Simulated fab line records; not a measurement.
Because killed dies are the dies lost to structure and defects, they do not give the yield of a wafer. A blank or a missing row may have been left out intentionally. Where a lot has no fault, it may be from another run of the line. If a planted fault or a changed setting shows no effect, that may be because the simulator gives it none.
Split-lot trial | flow berkeleyCmos170 | on a route of 331 steps: 5 lots, 23 wafers read

## ON THE SPLIT
At UCB170_ACTIVE_STRIP_16 (strips in O2), the setting powerW was moved away from the recipe's 400 W on 10 of the 23 wafers read, by -9.8% to +4.1%. All remaining wafers had this setting at the recipe value.

The split's own step is where the reading is taken.

## THE READING
oesProductAu, in a.u., at UCB170_ACTIVE_STRIP_16 (strips in O2). On this fab line, fault-free wafers typically give 0.721 a.u. with a standard deviation of 0.0045 a.u.

wafer  | tool, chamber at the split | powerW as run, W | against the recipe | oesProductAu, a.u. | against lot-mates on the recipe
L079.1 | plasmaAsher-03, 1          | 360.9            | -9.8%              | 0.688              | -0.032
L079.2 | plasmaAsher-03, 0          | 400              | recipe             | 0.722              | -
L079.4 | plasmaAsher-03, 0          | 400              | recipe             | 0.718              | -
L079.5 | plasmaAsher-03, 1          | 360.9            | -9.8%              | 0.686              | -0.034
L079.6 | plasmaAsher-03, 0          | 360.9            | -9.8%              | 0.680              | -0.040
L081.2 | plasmaAsher-03, 1          | 400              | recipe             | 0.722              | -
L081.3 | plasmaAsher-03, 1          | 362.2            | -9.5%              | 0.682              | -0.039
L081.4 | plasmaAsher-03, 0          | 400              | recipe             | 0.720              | -
L081.5 | plasmaAsher-03, 1          | 362.2            | -9.5%              | 0.693              | -0.028
L081.6 | plasmaAsher-03, 0          | 362.2            | -9.5%              | 0.689              | -0.032
L080.1 | plasmaAsher-02, 1          | 384.6            | -3.8%              | 0.705              | -0.019
L080.2 | plasmaAsher-02, 0          | 400              | recipe             | 0.725              | -
L080.3 | plasmaAsher-02, 0          | 400              | recipe             | 0.722              | -
L080.5 | plasmaAsher-02, 1          | 384.6            | -3.8%              | 0.704              | -0.020
L080.6 | plasmaAsher-02, 0          | 400              | recipe             | 0.725              | -
L083.3 | plasmaAsher-03, 1          | 400              | recipe             | 0.720              | -
L083.5 | plasmaAsher-03, 1          | 400              | recipe             | 0.726              | -
L083.6 | plasmaAsher-03, 0          | 400              | recipe             | 0.719              | -
L085.2 | plasmaAsher-02, 0          | 400              | recipe             | 0.722              | -
L085.3 | plasmaAsher-02, 0          | 416.3            | +4.1%              | 0.737              | +0.011
L085.4 | plasmaAsher-02, 1          | 400              | recipe             | 0.731              | -
L085.5 | plasmaAsher-02, 0          | 400              | recipe             | 0.726              | -
L085.6 | plasmaAsher-02, 1          | 416.3            | +4.1%              | 0.736              | +0.010

THE FIT
A straight line over all 23 wafers: oesProductAu changes by +0.00378 a.u. for each +1% of powerW; r = +0.98; the points scatter about the line by 0.0037 a.u.
The same after taking each lot's own level away (the mean of its wafers on the recipe; 23 wafers): +0.00347 a.u. for each +1%; r = +0.98; scatter 0.0036 a.u.
That fit puts the effect of the largest move of powerW on the reading at 0.034 a.u.
Measured against the standard deviation above, the lots' own levels, which go from 0.7200 to 0.7263 a.u., span 1.4 times it.
The two slopes agree, so the slope changes little with the lot-to-lot level.
Check: -0.0356 a.u. against its lot-mates is what the line predicts for one of the wafers moved furthest among these (-9.8%) when that wafer is left out of the fit. It came out at -0.032 a.u. against them.
Tool readings at the split's step, against how far the setting was moved: oesProductAu r = +0.98; stripTimeToEndpointS r = -0.99.

## THESE WAFERS: OTHER SPLITS
Other splits were also applied to these wafers ahead of the reading. Each is held against what the fit with the lots' levels taken away leaves over:
other split on the same wafers      | wafers away from the commonest value | r with oesProductAu (lot level and that fit taken away)
UCB170_ZERO_DEVELOP_05 devTempC     | 9                                    | -0.14
UCB170_NWELL_OXIDATION_01 oxTimeS   | 18                                   | +0.09
UCB170_NWELL_ETCH_13 timeS          | 7                                    | -0.06
UCB170_WELLDRIVE_OXIDATION_01 tempC | 15                                   | +0.11
UCB170_ACTIVE_PEB_11 pebTempC       | 5                                    | -0.12

## THE WHOLE CHAIN: every reading that the file lists as answering this split, in the file's order
step                   | what it does | reading              | change (the file's fit)                   | r (the file's)
UCB170_ACTIVE_STRIP_16 | strips in O2 | oesProductAu         | +0.00363 a.u. for each +1% of the setting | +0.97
UCB170_ACTIVE_STRIP_16 | strips in O2 | stripTimeToEndpointS | withheld for each +1% of the setting      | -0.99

## FILE'S OWN FIT
oesProductAu changes by +0.00363 a.u. for each +1% of powerW, r = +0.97.
